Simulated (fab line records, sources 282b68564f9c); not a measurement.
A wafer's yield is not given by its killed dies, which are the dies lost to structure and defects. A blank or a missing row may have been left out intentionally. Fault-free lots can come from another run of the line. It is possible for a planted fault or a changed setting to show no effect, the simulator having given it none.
A lot that was struck, set against a sound lot	flow rit-cmos	17 out of 202 route steps
Sound: the wafers L146.3, L146.5, L146.6. Struck: wafers L159.2, L159.4, L159.5. The cause is named last.
Per side, at each step with rows, come the tool, then ch with its chambers, and then its first start. Under that, the readings that differ: sound wafers	struck wafers	difference of the means	sigmas: that difference in standard deviations of wafers without a fault.
alike: a reading whose means differ by less than 2 such deviations, as well as words and numbers matching on both sides. not compared: withheld readings; readings where some wafer has no value; bounds like >300 that might hide an equal value; numbers whose values overlap and for which the record gives no deviation.
The two part at a step that has a row with sigmas, a row that says differs or no value, or rows on one side only. Numbers that don't overlap but have no deviation are shown without sigmas and don't part them. A reading missing from all wafers of one side parts the sides only when that side holds two or more wafers.

RIT_PWELL_TW_MEAS_10:
  sound on film-metro-02 at day 2 01:22; struck on film-metro-02 at day 4 18:49
  alike: PWELL_TW
then, 1 step without rows for these wafers: RIT_WELLDRIVE_ANNEAL_00 (time 14700 s).
RIT_WELLDRIVE_RS_MEAS_01: measures by four-point-probe.
  sound on film-metro-04 at day 2 07:02; struck on film-metro-02 at day 5 01:12
  alike: NWELL_RS
RIT_WELLDRIVE_RS_MEAS_02: measures by four-point-probe.
  sound on film-metro-04 at day 2 07:10; struck on film-metro-02 at day 5 01:19
  alike: PWELL_RS
then, 6 steps without rows for these wafers: RIT_NRETRO_HMDS_00 (prime time 60 s); RIT_NRETRO_COAT_01 (resist thk 1300 nm); RIT_NRETRO_SOFTBAKE_02 (time 60 s); RIT_NRETRO_EXPOSE_03 (exposes mask M4, target cd 43900 nm); RIT_NRETRO_PEB_04; RIT_NRETRO_DEVELOP_05 (develop time 68 s).
RIT_NRETRO_OVL_MEAS_06:
  sound on overlay-01 at day 2 08:08; struck on overlay-02 at day 5 02:19
  alike: NRETRO_OVL
then, 1 step without rows for these wafers: RIT_NRETRO_HARDBAKE_07 (time 120 s).
RIT_NRETRO_IMPLANT_08:
  sound on implanter-01 ch 0, day 2 08:28; struck on implanter-03 ch 0, day 5 02:37
reading	sound	struck	difference	sigmas
dose-ions-cm2	1.0005e+13 9.995e+12 1.0017e+13	1.6965e+13 1.6957e+13 1.6946e+13	+6.9503e+12	+99 or more
faraday-current-uA	31.0 31.7 31.1	54.0 52.8 54.4	+22.5	+35
RIT_NRETRO_STRIP_09: strips in O2, time 180 s.
  sound on plasma-asher-01 ch 0,1, day 2 08:37; struck on plasma-asher-02 ch 0,1, day 5 02:44
  alike: drypump-motor-current-A
  not compared: rf-hours-counter-h
RIT_NRETRO_TW_MEAS_10:
  sound on film-metro-01 at day 2 08:46; struck on film-metro-01 at day 5 02:55
reading	sound	struck	difference	sigmas
NRETRO_TW	1046 1050 1048	1251 1251 1240	+199	+25
then, 1 step without rows for these wafers: RIT_PRETRO_HMDS_00 (prime time 60 s).
RIT_M1_PROBE_99:
  sound on prober-01 at day 3 15:48; struck on prober-01 at day 6 09:59
reading	sound	struck	difference	sigmas
model.etest.pmos_0p3.r-on-ohm-um	6138 6058 6128	6995 7124 7072	+956	
model.etest.pmos-turned.r-on-ohm-um	3420 3358 3463	3968 4010 3977	+571	
model.etest.pmos_0p15.r-on-ohm-um	2701 2696 2742	3101 3180 3106	+416	
model.etest.pmos_0p15.drive-ua-um	264.5 269.1 259	212.4 205.8 212.2	-54.1	
model.etest.pmos-turned.drive-ua-um	190.1 194.5 184.5	149.8 148.3 149.2	-40.6	
model.etest.pmos-narrow.drive-ua-um	105.4 110.7 104.9	81.91 80.08 80.91	-26.03	
model.etest.pmos_0p3.drive-ua-um	104.9 108.1 104.3	82.6 80.45 82.36	-24.0	
model.etest.well-edge-left.line-ohm-um	181.5 181.9 182.2	170.4 172.2 170.7	-10.8	
  alike: killed-at-front-end, killed-dies, killed-open, killed-short

WHERE THEY PART
Last at RIT_NRETRO_TW_MEAS_10 as far as this record goes, first at RIT_NRETRO_IMPLANT_08. Later steps at which nothing parts them and some readings are alike: RIT_M1_PROBE_99.

WHY: the cause the simulator had injected
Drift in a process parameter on implanter-03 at RIT_NRETRO_IMPLANT_08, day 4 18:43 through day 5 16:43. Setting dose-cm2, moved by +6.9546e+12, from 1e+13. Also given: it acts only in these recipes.
